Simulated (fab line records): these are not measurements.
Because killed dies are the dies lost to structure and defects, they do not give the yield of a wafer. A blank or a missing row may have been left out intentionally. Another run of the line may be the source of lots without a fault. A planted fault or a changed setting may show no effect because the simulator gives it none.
Code-filled problem report in 8D (eight disciplines) form	flow berkeley_cmos170	the parts of the form that need people (team, actions taken, sign-off) are left out

## 1. THE ISSUE
spin_speed_rpm at UCB170_V1_COAT_07 reads a mean of 1524.2 rpm on 6 wafers of 2 lots; wafers without a fault read 1500.0 rpm with a standard deviation of 1.1. That is +22 standard deviations from the usual mean.
The step: resist thk 900 nm.
Seen first at day 10 23:20 on litho_track-01, wafer L146.1. The record has a number at this step for 18 wafers belonging to 6 lots. By rule, "out" or "out of limits" means more than 4 standard deviations away from the usual mean. All remaining wafers that have a number are taken as sound.

## 2. WHAT IT IS AND WHAT IT IS NOT
question	is	is not
which readings at this step	spin_speed_rpm	-
which lots	L146, L149	L133, L140, L142, L152
which wafers of those lots	all that have a number	-
read on which tools	litho_track-01	litho_track-02, litho_track-03
when	from day 10 23:20	up to then (9 sound wafers); but 3 sound wafers of L152 came after

## 3. SUSPECTS, AND WHAT RULES EACH OUT
Counting: a tool at a process step up to the reading stays a suspect if it ran every lot that is out and no sound lot after the first of them.
- rie_diel-04 at UCB170_M1_ETCH_11 (etches BARC in N2/H2): kept. It ran every lot that is out, first L146 (day 10 18:23), and no sound lot after that.
- pecvd-04 at UCB170_V1_CVD_00 (deposits SiO2 from TEOS/O2, target thk 2000 nm, time 250 s): ruled out as a lasting fault. The sound lots L152 went through it after L146, its earliest lot that is out (day 10 22:19).
- litho_track-01 at UCB170_V1_COAT_07 (resist thk 900 nm): kept. All lots that are out passed through it, beginning with L146 at day 10 23:20, and no sound lot followed; its final sound lot before that point was L142 at day 9 16:54. Its own spin_speed_rpm readings are out on those wafers.
Remaining after the count are rie_diel-04 at UCB170_M1_ETCH_11 and litho_track-01 at UCB170_V1_COAT_07.

## 4. THE CAUSE (what the simulator had put in)
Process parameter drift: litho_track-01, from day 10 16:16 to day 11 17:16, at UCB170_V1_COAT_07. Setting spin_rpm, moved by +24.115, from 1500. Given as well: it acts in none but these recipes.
Counting leaves 2 suspects; this tool is one of them.

## 5. THE CHAIN OF EFFECTS, in route order
Each row: a reading whose mean over the struck wafers that have a number lies more than 3 standard deviations from the usual. Only readings for which the record gives a usual standard deviation are gone through. hours: the time from each lot's start at the first step in this table that gives one to its start at this step, as a median over the lots. sigmas: the change in usual standard deviations.
hours	step	reading	usual	on struck wafers	change	sigmas
0	UCB170_V1_COAT_07	spin_speed_rpm	1500.0 rpm	1524.2	+24.2	+22
It contains these process steps:
- UCB170_V1_COAT_07: resist thk 900 nm.
Later measuring or inspecting steps at which every struck wafer that the step has a row for has a number for every such reading, and none has moved that far: UCB170_V1_CD_MEAS_12.

## 6. WHAT WOULD HAVE CAUGHT IT SOONER
7 hours passed between the start of the fault at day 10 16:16 and the first reading out of limits in this record, taken at day 10 23:20.
